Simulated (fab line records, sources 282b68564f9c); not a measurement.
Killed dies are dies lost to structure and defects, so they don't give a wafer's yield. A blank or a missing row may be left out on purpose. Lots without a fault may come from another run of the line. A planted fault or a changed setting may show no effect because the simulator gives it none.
A struck lot beside a sound one | flow rit_cmos | 27 steps out of a route of 202
Sound: wafers L170.2, L170.3, L170.5. Struck: wafer L175.1. (L175.3, L175.6 of the same lot were not struck and are left out.) The cause comes at the end.
At each step with rows: each side's tool, then ch and its chambers, then its first start. Under that, the readings that differ: sound wafers | struck wafers | difference of the means | sigmas: that difference in standard deviations of wafers without a fault.
alike: readings whose means differ by less than 2 such deviations, and words and numbers that are the same on both sides. not compared: withheld readings, readings that some wafer has no value for, bounds like >300 that may hide the same value, and numbers for which the record gives no deviation and whose values overlap.
The two part at a step that has a row with sigmas, a row that says differs or no value, or rows on one side only. Numbers that don't overlap but have no deviation are shown without sigmas and don't part them. A reading that every wafer of one side lacks parts them only if that side has two wafers or more.

first, 4 steps without rows for these wafers: RIT_CONTACT_SOFTBAKE_04 (time 60 s); RIT_CONTACT_EXPOSE_05 (exposes mask M11, target cd 1000 nm); RIT_CONTACT_PEB_06; RIT_CONTACT_DEVELOP_07 (develop time 120 s).
RIT_CONTACT_CD_MEAS_08: target cd 1000 nm.
  sound on cd_sem-01, day 5 06:06; struck on cd_sem-01, day 6 01:33
  reading    | sound              | struck | difference | sigmas
  cd_nm (nm) | 1001.3 996.9 999.4 | 1004.3 | +5.1       | +2
RIT_CONTACT_OVL_MEAS_09:
  sound on overlay-01, day 5 06:12; struck on overlay-01, day 6 01:40
  alike: CONTACT_OVL
then, 1 step without rows for these wafers: RIT_CONTACT_HARDBAKE_10 (time 60 s).
RIT_CONTACT_ETCH_11: etches SiO2 in CHF3/CF4/Ar, stops on TiSi2, target depth 480 nm, time 320 s.
  sound on rie_diel-03 ch 0,1,2, day 5 06:23; struck on rie_diel-01 ch 1, day 6 01:51
  alike: drypump_motor_current_A, oes_product_au, throttle_valve_pct
  not compared: rf_hours_counter_h
RIT_CONTACT_STRIP_12: strips in O2, time 180 s.
  sound on plasma_asher-04 ch 0,1, day 5 06:35; struck on plasma_asher-04 ch 1, day 6 02:03
  alike: drypump_motor_current_A
  not compared: rf_hours_counter_h
RIT_CONTACT_CD_MEAS_90: target cd 1000 nm.
  sound on cd_sem-01, day 5 06:46; struck on cd_sem-01, day 6 02:13
  reading    | sound              | struck | difference | sigmas
  cd_nm (nm) | 1001.3 997.9 999.4 | 1004.4 | +4.9       | +2
then, 2 steps without rows for these wafers: RIT_CONTACT_CLEAN_13 (cleans in SC1, time 600 s); RIT_CONTACT_CLEAN_14 (cleans in SC2, time 600 s).
RIT_M1_SPUTTER_00: material Al, target thk 400 nm, time 500 s.
  sound on pvd_sputter-01, day 5 07:16; struck on pvd_sputter-04, day 6 02:43
  reading                               | sound                | struck | difference | sigmas
  cathode_dc_power_W (W)                | 1999.8 2000.0 2000.3 | 1258.6 | -741.4     | -99 or more
  model.Al_of_M1_SPUTTER_00.thk_nm (nm) | 397.6 400.5 404.2    | 244.9  | -155.9     |
  alike: throttle_valve_pct
RIT_M1_RS_MEAS_01: measures by four-point-probe.
  sound on film_metro-03, day 5 07:34; struck on film_metro-03, day 6 03:00
  reading           | sound                | struck | difference | sigmas
  M1_AL_RS (ohm/sq) | 0.0741 0.0734 0.0728 | 0.1223 | +0.0489    | +63
RIT_M1_THK_MEAS_02: measures by xrf.
  sound on film_metro-03, day 5 07:41; struck on film_metro-03, day 6 03:07
  reading        | sound       | struck | difference | sigmas
  M1_AL_THK (nm) | 396 398 404 | 245    | -154       | -36
then, 6 steps without rows for these wafers: RIT_M1_HMDS_03 (prime time 60 s); RIT_M1_COAT_04 (resist thk 1300 nm); RIT_M1_SOFTBAKE_05 (time 60 s); RIT_M1_EXPOSE_06 (exposes mask M12, target cd 2600 nm); RIT_M1_PEB_07; RIT_M1_DEVELOP_08 (develop time 68 s).
RIT_M1_CD_MEAS_09: target cd 2600 nm.
  sound on cd_sem-01, day 5 08:46; struck on cd_sem-01, day 6 04:11
  alike: cd_nm
RIT_M1_OVL_MEAS_10:
  sound on overlay-02, day 5 08:52; struck on overlay-01, day 6 04:19
  alike: M1_OVL
then, 1 step without rows for these wafers: RIT_M1_HARDBAKE_11 (time 120 s).
RIT_M1_METAL_ETCH_12: etches Al in Cl2/BCl3, stops on SiO2, time 165 s, target depth 600 nm.
  sound on rie_metal-01 ch 0,1, day 5 09:08; struck on rie_metal-04 ch 0, day 6 04:35
  reading               | sound             | struck | difference | sigmas
  oes_product_au (a.u.) | 0.769 0.766 0.800 | 0.615  | -0.163     | -12
  alike: drypump_motor_current_A, throttle_valve_pct
  not compared: rf_hours_counter_h
then, 1 step without rows for these wafers: RIT_M1_STRIP_13 (strips in nmp, time 600 s).
RIT_M1_PROBE_99:
  sound on prober-02, day 5 11:26; struck on prober-01, day 6 06:50
  reading                               | sound                       | struck   | difference | sigmas
  model.etest.m1.rs_ohm_sq              | 0.0732 0.07279 0.07172      | 0.1182   | +0.0456    |
  model.etest.antenna_m1.vt_shift_v (V) | -0.009739 -0.01277 -0.01382 | -0.01914 | -0.00703   |
  alike: defect_limited_yield, killed_at_M0_to_M3, killed_at_contacts, killed_at_front_end, killed_dies, killed_open, killed_short, sort_bin_3_pad_short, sort_bin_5_function, sort_bin_6_memory, sort_n_pass, sort_yield_pct

WHERE THEY PART
First at RIT_CONTACT_CD_MEAS_08; last, within this record, at RIT_M1_METAL_ETCH_12. Later steps at which nothing parts them and some readings are alike: RIT_M1_PROBE_99.

WHY: what the simulator had put in
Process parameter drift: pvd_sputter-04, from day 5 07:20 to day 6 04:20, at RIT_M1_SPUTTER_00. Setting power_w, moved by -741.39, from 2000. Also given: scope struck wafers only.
